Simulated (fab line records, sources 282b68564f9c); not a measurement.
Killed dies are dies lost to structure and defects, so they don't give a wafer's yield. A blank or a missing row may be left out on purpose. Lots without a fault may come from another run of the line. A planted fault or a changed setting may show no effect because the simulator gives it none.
Split-lot experiment | flow rit_cmos | 5 lots, 23 wafers read, on a route of 202 steps

THE SPLIT
At RIT_REOX_OXIDATION_03 (target thk 25.2 nm, ox time 5580 s), the setting temp_c was moved away from the recipe's 900 C on 15 of the 23 wafers read, by -1.9% to -0.8%. The other wafers ran this setting at the recipe's value.

The file shows no step between the split and the reading.

THE READING
REOX_OXIDE_THK, in nm, at RIT_REOX_THK_MEAS_04. Fault-free wafers of this fab line usually give 25.2 nm, standard deviation 0.53 nm.

wafer  | tool, chamber at the split | temp_c as run, C | against the recipe | REOX_OXIDE_THK, nm | against lot-mates on the recipe
L074.1 | -, -                       | 889.8            | -1.1%              | 22.9               | no lot-mate on the recipe
L074.2 | -, -                       | 889.8            | -1.1%              | 22.7               | no lot-mate on the recipe
L074.3 | -, -                       | 889.8            | -1.1%              | 23.4               | no lot-mate on the recipe
L074.4 | -, -                       | 889.8            | -1.1%              | 22.9               | no lot-mate on the recipe
L074.5 | -, -                       | 889.8            | -1.1%              | 23.2               | no lot-mate on the recipe
L081.1 | -, -                       | 883.3            | -1.9%              | 20.9               | no lot-mate on the recipe
L081.2 | -, -                       | 883.3            | -1.9%              | 21.1               | no lot-mate on the recipe
L081.3 | -, -                       | 883.3            | -1.9%              | 20.6               | no lot-mate on the recipe
L081.4 | -, -                       | 883.3            | -1.9%              | 21.0               | no lot-mate on the recipe
L081.5 | -, -                       | 883.3            | -1.9%              | 21.3               | no lot-mate on the recipe
L083.1 | -, -                       | 892.5            | -0.8%              | 23.7               | no lot-mate on the recipe
L083.2 | -, -                       | 892.5            | -0.8%              | 23.7               | no lot-mate on the recipe
L083.3 | -, -                       | 892.5            | -0.8%              | 23.9               | no lot-mate on the recipe
L083.5 | -, -                       | 892.5            | -0.8%              | 23.6               | no lot-mate on the recipe
L083.6 | -, -                       | 892.5            | -0.8%              | 23.8               | no lot-mate on the recipe
L084.3 | furnace-01, 0              | 900              | recipe             | 25.1               | -
L084.5 | furnace-01, 0              | 900              | recipe             | 25.3               | -
L084.6 | furnace-01, 0              | 900              | recipe             | 25.1               | -
L085.1 | -, -                       | 900              | recipe             | 25.4               | -
L085.2 | -, -                       | 900              | recipe             | 25.5               | -
L085.3 | -, -                       | 900              | recipe             | 25.1               | -
L085.4 | -, -                       | 900              | recipe             | 25.4               | -
L085.6 | -, -                       | 900              | recipe             | 25.3               | -

THE FIT
A straight line over all 23 wafers: REOX_OXIDE_THK changes by +2.26 nm for each +1% of temp_c; r = +0.99; the points scatter about the line by 0.28 nm.
Too few moved wafers have a lot-mate on the recipe to fit a line with each lot's own level taken away.

THE WHOLE CHAIN: every reading that the file lists as answering this split, in the file's order
step                  | what it does                       | reading                                                                           | change (the file's fit)              | r (the file's)
RIT_REOX_OXIDATION_03 | target thk 25.2 nm, ox time 5580 s | SiO2_of_REOX_OXIDATION_03.thk_nm (the simulator's own value, which no gauge read) | +2.25 nm for each +1% of the setting | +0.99
RIT_REOX_THK_MEAS_04  |                                    | REOX_OXIDE_THK                                                                    | +2.26 for each +1% of the setting    | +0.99

THE FILE'S OWN FIT
REOX_OXIDE_THK changes by +2.26 nm for each +1% of temp_c, r = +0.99.
